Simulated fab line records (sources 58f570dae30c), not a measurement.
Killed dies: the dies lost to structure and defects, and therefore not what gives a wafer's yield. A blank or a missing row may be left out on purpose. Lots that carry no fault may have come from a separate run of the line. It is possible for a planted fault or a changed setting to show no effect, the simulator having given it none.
fab line records	flow berkeley_cmos170
record lots=7	wafers=21	last_day=12
route steps=331 shown SDANNEAL@205 PSD@206 NSD@207 PLDD@208 NLDD@209 SILICIDE@210 CONTACT@216
lots with no fault: from the same line, run without faults
start_h: start of the lot's first displayed wafer, in hours after the record's first day	wait_h: how many hours have passed since the lot's step before this one	" as in the row above	L1.1+2: a single row standing in for several wafers	- no value, or no start given	* or withheld: withheld	< > ~ a bound
route shown NAME@n: NAME is a module with steps in the file, n the number in the route of the first one	usual: average and standard deviation across the fault-free wafers	same: alike in all rows	chamber/n: place in a boat	sites: the reading at each site	_std_site: how widely they spread, as a standard deviation	_edge_site: inner sites' mean taken away from outer sites' mean	radius_mm: how far each site lies from the wafer's centre	mask NAME#n: copy n	behind: tool/chamber where the wafer was last shaped	hold: why the lot went on hold/how many hours it stayed there/how the hold came to an end	device: which transistor (n, p or np) failed to switch	end of line: the tests these same wafers got at the end of their route	a step without rows: its recipe alone	killed: the dies lost at the first sort to structure and to defects; this is not the yield of the wafer	map: per-die view of a wafer (x killed, . not killed, _ where there is no die)
set.NAME: the setting that was run; set.NAME@STEP: the one run at that earlier step	model.NAME: the simulator's own value behind a step, which no gauge read
a table for each step, a row for each wafer; lots at some steps of the route
services: from which hour (start_h, from the record's first day; less than 0 if before it) a tool's chamber was out of use, for how many hours, and why
## steps
# step UCB170_SDANNEAL_RTA_01
# recipe temp_c=1050	time_s=5	ambient=N2
# step UCB170_SDANNEAL_RS_MEAS_02
# recipe thk_meas_gauge=four-point-probe
# usual PSD_RS=75.5/0.33
lot.wafer	tool	chamber	start_h	wait_h	PSD_RS[ohm/sq]
L564.2	film_metro-01	-	160.15	0.1	75.5
L564.4	"	-	"	"	75.3
L564.5	"	-	"	"	75.6
L565.2	film_metro-02	-	160.30	0.1	75.7
L565.4	"	-	"	"	75.5
L565.6	"	-	"	"	75.8
L567.1	film_metro-01	-	167.72	0.0	75.6
L567.5	"	-	"	"	75.3
L567.6	"	-	"	"	75.4
L566.1	film_metro-02	-	168.01	0.0	76.0
L566.3	"	-	"	"	76.2
L566.6	"	-	"	"	75.9
L569.2	film_metro-04	-	169.51	0.1	75.5
L569.4	"	-	"	"	75.2
L569.5	"	-	"	"	75.7
L579.1	film_metro-01	-	220.57	0.0	75.7
L579.2	"	-	"	"	75.5
L579.5	"	-	"	"	75.1
L585.1	film_metro-02	-	256.88	0.0	75.5
L585.4	"	-	"	"	75.3
L585.5	"	-	"	"	75.8
# step UCB170_SDANNEAL_RS_MEAS_03
# recipe thk_meas_gauge=four-point-probe
# usual NSD_RS=37.52/0.09
lot.wafer	tool	chamber	start_h	wait_h	NSD_RS[ohm/sq]
L564.2	film_metro-01	-	160.27	0.1	37.63
L564.4	"	-	"	"	37.51
L564.5	"	-	"	"	37.63
L565.2	film_metro-02	-	160.42	0.1	37.64
L565.4	"	-	"	"	37.70
L565.6	"	-	"	"	37.68
L567.1	film_metro-01	-	167.84	0.1	37.48
L567.5	"	-	"	"	37.47
L567.6	"	-	"	"	37.48
L566.1	film_metro-02	-	168.13	0.1	37.64
L566.3	"	-	"	"	37.60
L566.6	"	-	"	"	37.68
L569.2	film_metro-04	-	169.63	0.1	37.65
L569.4	"	-	"	"	37.58
L569.5	"	-	"	"	37.44
L579.1	film_metro-01	-	220.69	0.1	37.48
L579.2	"	-	"	"	37.54
L579.5	"	-	"	"	37.53
L585.1	film_metro-02	-	257.00	0.1	37.60
L585.4	"	-	"	"	37.52
L585.5	"	-	"	"	37.55
# step UCB170_SDANNEAL_RS_MEAS_04
# recipe thk_meas_gauge=four-point-probe
# usual PLDD_RS=1031.6/2.8
lot.wafer	tool	chamber	start_h	wait_h	PLDD_RS[ohm/sq]
L564.2	film_metro-01	-	160.39	0.1	1027.8
L564.4	"	-	"	"	1031.9
L564.5	"	-	"	"	1028.4
L565.2	film_metro-02	-	160.54	0.1	1036.4
L565.4	"	-	"	"	1038.4
L565.6	"	-	"	"	1035.5
L567.1	film_metro-01	-	167.96	0.1	1033.6
L567.5	"	-	"	"	1032.7
L567.6	"	-	"	"	1029.1
L566.1	film_metro-02	-	168.25	0.1	1039.7
L566.3	"	-	"	"	1034.1
L566.6	"	-	"	"	1036.7
L569.2	film_metro-04	-	169.75	0.1	1026.6
L569.4	"	-	"	"	1033.4
L569.5	"	-	"	"	1035.4
L579.1	film_metro-01	-	220.81	0.1	1032.3
L579.2	"	-	"	"	1032.6
L579.5	"	-	"	"	1032.7
L585.1	film_metro-02	-	257.12	0.1	1027.1
L585.4	"	-	"	"	1031.3
L585.5	"	-	"	"	1030.6
# step UCB170_SDANNEAL_RS_MEAS_05
# recipe thk_meas_gauge=four-point-probe
# usual NLDD_RS=617.4/1.7
lot.wafer	tool	chamber	start_h	wait_h	NLDD_RS[ohm/sq]
L564.2	film_metro-01	-	160.51	0.1	613.9
L564.4	"	-	"	"	612.7
L564.5	"	-	"	"	614.6
L565.2	film_metro-02	-	160.66	0.1	617.2
L565.4	"	-	"	"	616.8
L565.6	"	-	"	"	617.1
L567.1	film_metro-01	-	168.08	0.1	615.7
L567.5	"	-	"	"	617.1
L567.6	"	-	"	"	616.5
L566.1	film_metro-02	-	168.37	0.1	617.8
L566.3	"	-	"	"	618.1
L566.6	"	-	"	"	617.2
L569.2	film_metro-04	-	169.87	0.1	620.2
L569.4	"	-	"	"	620.9
L569.5	"	-	"	"	620.1
L579.1	film_metro-01	-	220.93	0.1	615.0
L579.2	"	-	"	"	617.2
L579.5	"	-	"	"	617.3
L585.1	film_metro-02	-	257.24	0.1	616.5
L585.4	"	-	"	"	617.5
L585.5	"	-	"	"	614.6
# step UCB170_SILICIDE_PRE_CLEAN_00
# recipe gas=Ar	preclean_etch_time_s=60
# step UCB170_SILICIDE_SPUTTER_01
# recipe material=Ti	target_thk_nm=30	time_s=25	power_w=1500	chamber_pressure_pa=0.5
# usual chamber_pressure_pa=0.5001/0.0011	throttle_valve_pct=30.6/0.78
lot.wafer	tool	chamber	start_h	wait_h	chamber_pressure_pa	throttle_valve_pct
L564.2	pvd_sputter-01	-	160.68	0.0	0.5002	30.6
L564.4	"	-	"	"	0.4995	30.2
L564.5	"	-	"	"	0.4976	29.2
L565.2	pvd_sputter-02	-	160.83	0.0	0.5008	30.8
L565.4	"	-	"	"	0.5005	29.7
L565.6	"	-	"	"	0.5006	31.7
L567.1	pvd_sputter-01	-	168.27	0.0	0.5004	29.9
L567.5	"	-	"	"	0.5020	30.6
L567.6	"	-	"	"	0.4998	30.1
L566.1	pvd_sputter-04	-	168.56	0.0	0.4997	31.2
L566.3	"	-	"	"	0.4984	30.9
L566.6	"	-	"	"	0.4995	31.3
L569.2	pvd_sputter-02	-	170.03	0.0	0.5007	30.8
L569.4	"	-	"	"	0.5022	29.6
L569.5	"	-	"	"	0.5003	29.6
L579.1	pvd_sputter-02	-	221.12	0.0	0.5012	30.8
L579.2	"	-	"	"	0.4972	31.8
L579.5	"	-	"	"	0.5001	31.2
L585.1	pvd_sputter-02	-	257.42	0.0	0.4996	31.1
L585.4	"	-	"	"	0.4999	31.9
L585.5	"	-	"	"	0.5030	32.1
# step UCB170_SILICIDE_RS_MEAS_02
# recipe thk_meas_gauge=four-point-probe	reads=Ti_of_SILICIDE_SPUTTER_01
# usual SILICIDE_TI_RS=26.0/0.31
lot.wafer	tool	chamber	start_h	wait_h	SILICIDE_TI_RS[ohm/sq]
L564.2	film_metro-03	-	160.73	0.0	26.1
L564.4	"	-	"	"	26.0
L564.5	"	-	"	"	26.0
L565.2	film_metro-01	-	160.88	0.0	25.9
L565.4	"	-	"	"	26.1
L565.6	"	-	"	"	26.2
L567.1	film_metro-03	-	168.30	0.0	26.1
L567.5	"	-	"	"	26.5
L567.6	"	-	"	"	26.5
L566.1	film_metro-04	-	168.59	0.0	26.2
L566.3	"	-	"	"	26.2
L566.6	"	-	"	"	26.2
L569.2	film_metro-01	-	170.08	0.0	26.0
L569.4	"	-	"	"	26.3
L569.5	"	-	"	"	26.0
L579.1	film_metro-01	-	221.15	0.0	26.3
L579.2	"	-	"	"	26.6
L579.5	"	-	"	"	26.3
L585.1	film_metro-03	-	257.45	0.0	26.2
L585.4	"	-	"	"	26.2
L585.5	"	-	"	"	26.2
# step UCB170_SILICIDE_THK_MEAS_03
# recipe thk_meas_gauge=xrf	reads=Ti_of_SILICIDE_SPUTTER_01
# usual SILICIDE_TI_THK=29.9/0.32
lot.wafer	tool	chamber	start_h	wait_h	SILICIDE_TI_THK[nm]
L564.2	film_metro-03	-	160.84	0.1	29.7
L564.4	"	-	"	"	29.9
L564.5	"	-	"	"	29.9
L565.2	film_metro-01	-	160.99	0.1	30.2
L565.4	"	-	"	"	29.9
L565.6	"	-	"	"	29.9
L567.1	film_metro-03	-	168.42	0.1	29.7
L567.5	"	-	"	"	29.4
L567.6	"	-	"	"	29.4
L566.1	film_metro-04	-	168.71	0.1	29.9
L566.3	"	-	"	"	30.0
L566.6	"	-	"	"	30.0
L569.2	film_metro-01	-	170.19	0.1	29.9
L569.4	"	-	"	"	29.6
L569.5	"	-	"	"	30.2
L579.1	film_metro-01	-	221.27	0.1	29.8
L579.2	"	-	"	"	29.6
L579.5	"	-	"	"	29.9
L585.1	film_metro-03	-	257.57	0.1	29.5
L585.4	"	-	"	"	29.4
L585.5	"	-	"	"	29.5
# step UCB170_SILICIDE_RTA_04
# recipe temp_c=650	time_s=15	ambient=N2
# usual lamp_power_pct=10.68/0.085	wafer_temp_C_max=652.6/0.6
lot.wafer	tool	chamber	start_h	wait_h	lamp_power_pct	wafer_temp_C_max
L564.2	rtp_anneal-01	0	160.90	0.1	10.75	651.4
L564.4	"	0	"	"	10.79	652.4
L564.5	"	0	"	"	10.77	651.7
L565.2	rtp_anneal-02	0	161.05	0.1	10.61	653.1
L565.4	"	0	"	"	10.61	652.3
L565.6	"	0	"	"	10.61	653.3
L567.1	rtp_anneal-02	0	168.48	0.1	10.61	652.8
L567.5	"	0	"	"	10.61	652.6
L567.6	"	0	"	"	10.61	652.4
L566.1	rtp_anneal-02	0	168.77	0.1	10.61	653.1
L566.3	"	0	"	"	10.59	653.2
L566.6	"	0	"	"	10.62	652.7
L569.2	rtp_anneal-02	0	170.26	0.1	10.60	652.2
L569.4	"	0	"	"	10.61	653.0
L569.5	"	0	"	"	10.62	653.6
L579.1	rtp_anneal-02	0	221.33	0.1	10.60	652.9
L579.2	"	0	"	"	10.62	651.7
L579.5	"	0	"	"	10.60	653.3
L585.1	rtp_anneal-02	0	257.63	0.1	10.61	653.4
L585.4	"	0	"	"	10.61	652.5
L585.5	"	0	"	"	10.61	653.3
# step UCB170_SILICIDE_WET_ETCH_05
# recipe chemistry=SPM	time_s=45	temp_c=120	target=Ti
# step UCB170_CONTACT_CLEAN_00
# recipe chemistry=SPM	temp_c=120	time_s=600
# step UCB170_CONTACT_CVD_01
# recipe material=PSG	target_thk_nm=700	temp_c=450	precursor=SiH4/O2/PH3	time_s=2876	pressure_mtorr=300	sih4_flow_sccm=60	o2_flow_sccm=90	ph3_flow_sccm=25
# usual pressure_mtorr=300.1/0.56	sih4_flow_sccm=59.93/0.2
lot.wafer	tool	chamber	start_h	wait_h	pressure_mtorr	sih4_flow_sccm	model.PSG_of_CONTACT_CVD_01.thk_nm
L564.2	lpcvd-02	1	161.18	0.0	299.5	60.17	716.1
L564.4	"	1	"	"	299.6	60.23	718.8
L564.5	"	1	"	"	300.1	60.28	723.9
L565.2	lpcvd-02	0	162.96	1.6	449.3	60.33	872.9
L565.4	"	0	"	"	449.5	60.01	872.6
L565.6	"	0	"	"	450.1	60.19	872.3
L566.1	lpcvd-02	0	169.88	0.7	450.4	60.12	890.4
L566.3	"	0	"	"	450.5	60.10	885.2
L566.6	"	0	"	"	450.4	59.99	887.5
L567.1	lpcvd-02	1	169.88	1.1	449.7	60.18	882.1
L567.5	"	1	"	"	449.2	60.00	888.9
L567.6	"	1	"	"	450.2	60.09	889.8
L569.2	lpcvd-01	1	170.60	0.1	300.0	59.59	719.5
L569.4	"	1	"	"	300.4	59.74	716.2
L569.5	"	1	"	"	300.2	60.21	715.3
L579.1	lpcvd-01	1	222.46	0.8	300.2	59.91	719.8
L579.2	"	1	"	"	299.7	59.87	720.7
L579.5	"	1	"	"	299.4	59.97	720.6
L585.1	lpcvd-01	1	258.08	0.0	299.7	60.24	721.8
L585.4	"	1	"	"	300.5	60.07	707.6
L585.5	"	1	"	"	299.9	60.17	708.4
# step UCB170_CONTACT_THK_MEAS_02
# recipe reads=PSG_of_CONTACT_CVD_01
# usual CONTACT_PSG_THK=718/6.5
lot.wafer	tool	chamber	start_h	wait_h	CONTACT_PSG_THK[nm]
L564.2	film_metro-01	-	162.97	0.0	716
L564.4	"	-	"	"	719
L564.5	"	-	"	"	724
L565.2	film_metro-03	-	166.99	0.0	873
L565.4	"	-	"	"	873
L565.6	"	-	"	"	873
L569.2	film_metro-03	-	172.40	0.0	720
L569.4	"	-	"	"	716
L569.5	"	-	"	"	715
L566.1	film_metro-02	-	172.55	0.0	891
L566.3	"	-	"	"	885
L566.6	"	-	"	"	888
L567.1	film_metro-01	-	172.55	0.0	882
L567.5	"	-	"	"	889
L567.6	"	-	"	"	891
L579.1	film_metro-01	-	224.25	0.0	720
L579.2	"	-	"	"	721
L579.5	"	-	"	"	721
L585.1	film_metro-01	-	259.86	0.0	722
L585.4	"	-	"	"	708
L585.5	"	-	"	"	708
# step UCB170_CONTACT_HMDS_03
# recipe prime_time_s=60	prime_temp_c=100
# step UCB170_CONTACT_COAT_04
# recipe resist=KrF	spin_rpm=1500	resist_thk_nm=900
# step UCB170_CONTACT_SOFTBAKE_05
# recipe resist=KrF	temp_c=130	time_s=60
# step UCB170_CONTACT_STRIP_06
# recipe chemistry=O2	power_w=400	pressure_mtorr=3500	platen_temp_c=withheld	o2_flow_sccm=400	overash_fraction=0.5
# usual drypump_motor_current_A=5.8/0.44	oes_product_au=0.734/0.0047	strip_time_to_endpoint_s=21.99/0.054
lot.wafer	tool	chamber	start_h	wait_h	drypump_motor_current_A	oes_product_au	rf_hours_counter_h	strip_time_to_endpoint_s
L564.2	plasma_asher-02	0	163.87	0.1	5.7	0.739	38	22.06
L564.4	"	0	"	"	5.7	0.725	-	22.07
L564.5	"	0	"	"	5.7	0.740	-	22.03
L565.2	plasma_asher-01	1	167.76	0.1	5.5	0.729	47	22.08
L565.4	"	1	"	"	5.5	0.735	-	21.94
L565.6	"	0	"	"	6.5	0.736	-	22.00
L569.2	plasma_asher-01	0	172.92	0.1	6.5	0.736	48	21.94
L569.4	"	1	"	"	5.5	0.733	-	21.97
L569.5	"	1	"	"	5.5	0.728	-	21.96
L567.1	plasma_asher-03	0	173.06	0.1	5.5	0.727	49	22.01
L567.5	"	0	"	"	5.4	0.729	-	21.98
L567.6	"	1	"	"	5.3	0.729	-	21.97
L566.1	plasma_asher-02	1	173.35	0.1	6.1	0.733	39	22.04
L566.3	"	0	"	"	5.7	0.734	-	21.98
L566.6	"	1	"	"	6.1	0.731	-	21.98
L579.1	plasma_asher-01	0	224.76	0.1	6.5	0.737	53	22.04
L579.2	"	1	"	"	5.5	0.734	53	22.04
L579.5	"	1	"	"	5.5	0.740	-	22.09
L585.1	plasma_asher-03	0	260.37	0.1	5.5	0.730	58	21.84
L585.4	"	1	"	"	5.4	0.735	-	21.91
L585.5	"	1	"	"	5.4	0.740	-	21.96
# step UCB170_CONTACT_CLEAN_07
# recipe chemistry=SPM	temp_c=120	time_s=600
# step UCB170_CONTACT_RTA_08
# recipe temp_c=900	time_s=10	ambient=N2
# usual lamp_power_pct=24.97/0.2	wafer_temp_C_max=903.8/0.72
lot.wafer	tool	chamber	start_h	wait_h	lamp_power_pct	wafer_temp_C_max
L564.2	rtp_anneal-01	0	164.17	0.0	25.15	903.9
L564.4	"	0	"	"	25.10	903.8
L564.5	"	0	"	"	25.15	903.1
L565.2	rtp_anneal-01	0	168.06	0.0	25.13	903.2
L565.4	"	0	"	"	25.12	903.8
L565.6	"	0	"	"	25.17	904.6
L567.1	rtp_anneal-01	0	173.45	0.0	25.14	903.7
L567.5	"	0	"	"	25.11	904.2
L567.6	"	0	"	"	25.14	904.3
L569.2	rtp_anneal-02	0	173.46	0.0	24.72	903.8
L569.4	"	0	"	"	24.72	903.8
L569.5	"	0	"	"	24.77	903.6
L566.1	rtp_anneal-02	0	173.71	0.0	24.75	904.4
L566.3	"	0	"	"	24.73	903.9
L566.6	"	0	"	"	24.77	903.2
L579.1	rtp_anneal-01	0	228.09	0.0	25.14	903.9
L579.2	"	0	"	"	25.13	903.0
L579.5	"	0	"	"	25.12	903.3
L585.1	rtp_anneal-01	0	263.29	0.0	25.15	902.8
L585.4	"	0	"	"	25.10	902.6
L585.5	"	0	"	"	25.17	904.7
# step UCB170_CONTACT_COAT_09
# recipe resist=BARC	temp_c=withheld	time_s=withheld	spin_rpm=3000	resist_thk_nm=withheld
# step UCB170_CONTACT_COAT_10
# recipe resist=KrF	spin_rpm=1500	resist_thk_nm=900
# step UCB170_CONTACT_SOFTBAKE_11
# recipe resist=KrF	temp_c=130	time_s=60
# step UCB170_CONTACT_EXPOSE_12
# recipe mask_id=CONT	target_cd_nm=700	na=0.5	sigma_outer=0.6	source_shape=conventional	dose_mj=35
# step UCB170_CONTACT_PEB_13
# recipe peb_temp_c=130	peb_time_s=withheld	resist=KrF
# step UCB170_CONTACT_DEVELOP_14
# recipe developer=TMAH	develop_time_s=45	resist=KrF	dev_temp_c=21
# step UCB170_CONTACT_CD_MEAS_15
# recipe target_cd_nm=700
# usual cd_nm=700.0/1.4
lot.wafer	tool	chamber	start_h	wait_h	cd_nm
L564.2	cd_sem-02	-	165.82	-	698.6
L564.4	"	-	"	"	699.8
L564.5	"	-	"	"	700.1
L565.2	cd_sem-02	-	168.98	-	700.5
L565.4	"	-	"	"	700.9
L565.6	"	-	"	"	701.1
L569.2	cd_sem-01	-	174.52	-	700.7
L569.4	"	-	"	"	699.8
L569.5	"	-	"	"	699.4
L567.1	cd_sem-01	-	174.75	-	701.0
L567.5	"	-	"	"	700.0
L567.6	"	-	"	"	699.2
L566.1	cd_sem-01	-	174.99	-	697.4
L566.3	"	-	"	"	697.0
L566.6	"	-	"	"	697.3
L579.1	cd_sem-01	-	229.44	-	699.9
L579.2	"	-	"	"	699.5
L579.5	"	-	"	"	699.4
L585.1	cd_sem-01	-	264.53	-	699.3
L585.4	"	-	"	"	699.3
L585.5	"	-	"	"	700.1
# step UCB170_CONTACT_OVL_MEAS_16
# usual CONTACT_OVL=0/6.1
lot.wafer	tool	chamber	start_h	wait_h	CONTACT_OVL[nm]
L564.2	overlay-02	-	165.93	0.1	-15
L564.4	"	-	"	"	-6
L564.5	"	-	"	"	-13
L565.2	overlay-02	-	169.08	0.1	-3
L565.4	"	-	"	"	8
L565.6	"	-	"	"	2
L569.2	overlay-02	-	174.63	0.1	6
L569.4	"	-	"	"	-3
L569.5	"	-	"	"	-3
L567.1	overlay-01	-	174.87	0.1	14
L567.5	"	-	"	"	12
L567.6	"	-	"	"	7
L566.1	overlay-02	-	175.11	0.1	-7
L566.3	"	-	"	"	0
L566.6	"	-	"	"	1
L579.1	overlay-02	-	229.56	0.1	-4
L579.2	"	-	"	"	-12
L579.5	"	-	"	"	-1
L585.1	overlay-01	-	264.65	0.1	2
L585.4	"	-	"	"	-5
L585.5	"	-	"	"	-11
# step UCB170_CONTACT_ETCH_17
# recipe chemistry=N2/H2	target_depth_a=withheld	overetch_a=withheld	target=BARC	time_s=withheld	source_w=500	bias_w=100	pressure_mtorr=30	n2_flow_sccm=100	h2_flow_sccm=200
# step UCB170_CONTACT_ETCH_18
# recipe chemistry=CHF3/CF4/Ar	target=PSG	stop_on=TiSi2	CHF3_flow_sccm=45	cf4_flow_sccm=15	Ar_flow_sccm=150	pressure_mtorr=200	rf_w=700	target_depth_a=8400	over_etch_frac=0.2	time_s=195
# usual cf4_flow_sccm=15.00/0.044	drypump_motor_current_A=5.7/0.59	oes_product_au=0.914/0.014	throttle_valve_pct=6.96/0.11
lot.wafer	tool	chamber	start_h	wait_h	cf4_flow_sccm	drypump_motor_current_A	oes_product_au	rf_hours_counter_h	throttle_valve_pct	model.CONTACT.feature_depth_nm	model.etch.depth_nm
L564.2	rie_diel-04	0	-	-	14.95	5.8	0.920	63	7.04	716.1	716.1
L564.4	"	0	"	"	14.97	5.8	0.923	-	7.05	718.8	718.8
L564.5	"	1	"	"	15.13	6.4	0.947	-	6.86	723.9	723.9
L565.2	rie_diel-02	0	-	-	15.02	6.8	1.009	4	6.88	859	859
L565.4	"	2	"	"	15.00	4.8	0.992	87	6.89	839.6	839.6
L565.6	"	2	"	"	14.97	4.9	0.993	-	6.89	837.2	837.2
L569.2	rie_diel-02	3	-	-	14.83	6.0	0.884	149	7.14	719.5	719.5
L569.4	"	2	"	"	15.03	4.8	0.897	87	6.88	716.2	716.2
L569.5	"	2	"	"	15.03	4.8	0.896	-	6.90	715.3	715.3
L567.1	rie_diel-04	0	-	-	15.00	5.8	1.014	63	7.04	825.8	825.8
L567.5	"	0	"	"	14.97	5.8	1.003	-	7.06	823.9	823.9
L567.6	"	3	"	"	15.02	5.0	0.991	-	7.01	847.6	847.6
L566.1	rie_diel-03	3	-	-	15.05	5.6	1.007	132	7.18	830.5	830.5
L566.3	"	2	"	"	15.00	6.0	1.003	18	6.80	837.2	837.2
L566.6	"	3	"	"	14.99	5.7	1.004	-	7.17	821.9	821.9
L579.1	rie_diel-04	0	-	-	14.99	5.8	0.922	67	7.06	719.8	719.8
L579.2	"	1	"	"	15.00	6.4	0.928	4	6.84	720.7	720.7
L579.5	"	0	"	"	15.03	5.8	0.922	-	7.04	720.6	720.6
L585.1	rie_diel-03	0	-	-	14.96	5.6	0.928	51	6.92	721.8	721.8
L585.4	"	0	"	"	15.02	5.6	0.911	-	6.93	707.6	707.6
L585.5	"	1	"	"	14.96	6.0	0.911	-	6.92	708.4	708.4
# step UCB170_CONTACT_STRIP_19
# recipe chemistry=O2	power_w=400	pressure_mtorr=3500	platen_temp_c=withheld	o2_flow_sccm=400	overash_fraction=0.5
# usual drypump_motor_current_A=5.8/0.4	oes_product_au=0.725/0.0043
lot.wafer	tool	chamber	start_h	wait_h	drypump_motor_current_A	oes_product_au	rf_hours_counter_h
L564.2	plasma_asher-01	1	166.12	-	5.5	0.728	47
L564.4	"	0	"	"	6.5	0.723	-
L564.5	"	1	"	"	5.5	0.727	-
L565.2	plasma_asher-01	0	169.28	-	6.5	0.736	48
L565.4	"	1	"	"	5.5	0.723	-
L565.6	"	1	"	"	5.5	0.719	-
L569.2	plasma_asher-02	0	174.82	-	5.7	0.727	39
L569.4	"	1	"	"	6.1	0.728	-
L569.5	"	1	"	"	6.1	0.728	-
L567.1	plasma_asher-03	1	175.07	-	5.4	0.730	49
L567.5	"	0	"	"	5.4	0.729	-
L567.6	"	1	"	"	5.4	0.721	-
L566.1	plasma_asher-01	1	175.32	-	5.5	0.728	48
L566.3	"	1	"	"	5.5	0.722	-
L566.6	"	0	"	"	6.5	0.728	-
L579.1	plasma_asher-02	0	229.85	-	5.7	0.725	45
L579.2	"	1	"	"	6.0	0.725	45
L579.5	"	0	"	"	5.7	0.727	-
L585.1	plasma_asher-02	0	264.86	-	5.7	0.722	48
L585.4	"	0	"	"	5.7	0.719	-
L585.5	"	0	"	"	5.7	0.725	-
## services
tool	chamber	start_h	hours	kind
lpcvd-01	-	157.26	11.4	repair
rie_diel-03	0	167.99	8.6	repair
rie_diel-04	3	169.55	5.0	repair
pvd_sputter-01	-	176.59	3.7	repair
rie_diel-02	3	194.09	-	clean
rie_diel-02	3	194.09	21.7	scheduled_down
rie_diel-02	3	194.09	21.7	vent_cycle
pvd_sputter-04	-	204.79	5.2	repair
pvd_sputter-01	3	204.91	-	consumable_replace:kit
pvd_sputter-01	3	204.91	18.0	scheduled_down
pvd_sputter-04	-	206.71	2.8	repair
lpcvd-02	-	208.67	0.5	repair
rie_diel-03	-	211.11	14.6	pm
rie_diel-04	2	211.99	-	clean
rie_diel-04	2	211.99	18.0	scheduled_down
rie_diel-04	2	211.99	18.0	vent_cycle
pvd_sputter-02	-	214.47	1.2	repair
plasma_asher-03	-	214.55	2.8	pm
plasma_asher-03	-	218.17	2.3	repair
rie_diel-04	1	221.18	6.1	repair
lpcvd-01	-	225.36	0.9	repair
rie_diel-04	3	228.08	3.4	repair
rie_diel-04	1	230.87	16.2	repair
pvd_sputter-04	-	261.15	2.7	repair
## key
first_sign step=UCB170_CONTACT_CVD_01	reading=pressure_mtorr	direction=up	sigmas=99+	usual=300.1	struck=449.9
effect step=UCB170_CONTACT_THK_MEAS_02	reading=CONTACT_PSG_THK	direction=up	sigmas=25	usual=718	struck=883
effect step=UCB170_CONTACT_ETCH_18	reading=oes_product_au	direction=up	sigmas=6.2	usual=0.914	struck=1.002
model_effect step=UCB170_CONTACT_CVD_01	value=PSG_of_CONTACT_CVD_01.thk_nm	without=722	struck=882.4
model_effect step=UCB170_CONTACT_ETCH_18	value=CONTACT.feature_depth_nm	without=722	struck=835.9
met_at UCB170_CONTACT_CVD_01
struck_wafers L565.2,L565.4,L565.6,L566.1,L566.3,L566.6,L567.1,L567.5,L567.6
later_rows_left_out L565.2,L565.4,L565.6,L566.1,L566.3,L566.6,L567.1,L567.6
sort_left_out L565.2,L565.4,L565.6,L566.1,L566.3,L566.6,L567.1,L567.5,L567.6
tester_left_out L565,L566,L567
fault kind=process_parameter_drift	tool=lpcvd-02	chamber=-	onset_h=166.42	steps=UCB170_CONTACT_CVD_01	channel=pressure_mtorr	offset=150	shape=step	end_h=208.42	acts_in=these_recipes_only	stated=300
# tester_left_out: of these lots the tester's yield and bins aren't shown, on N5 and GAA mostly nor the transistor test; their killed dies are dies lost to structure and defects alone, not to doping, threshold or leakage, so they don't give the yield
# sort_left_out: the simulated sort isn't trusted on such a fault, so these wafers' sort isn't shown, and their yield isn't known
# later_rows_left_out: the simulator's readings of these wafers behind a module that went badly wrong aren't trusted and aren't shown, but for the sort
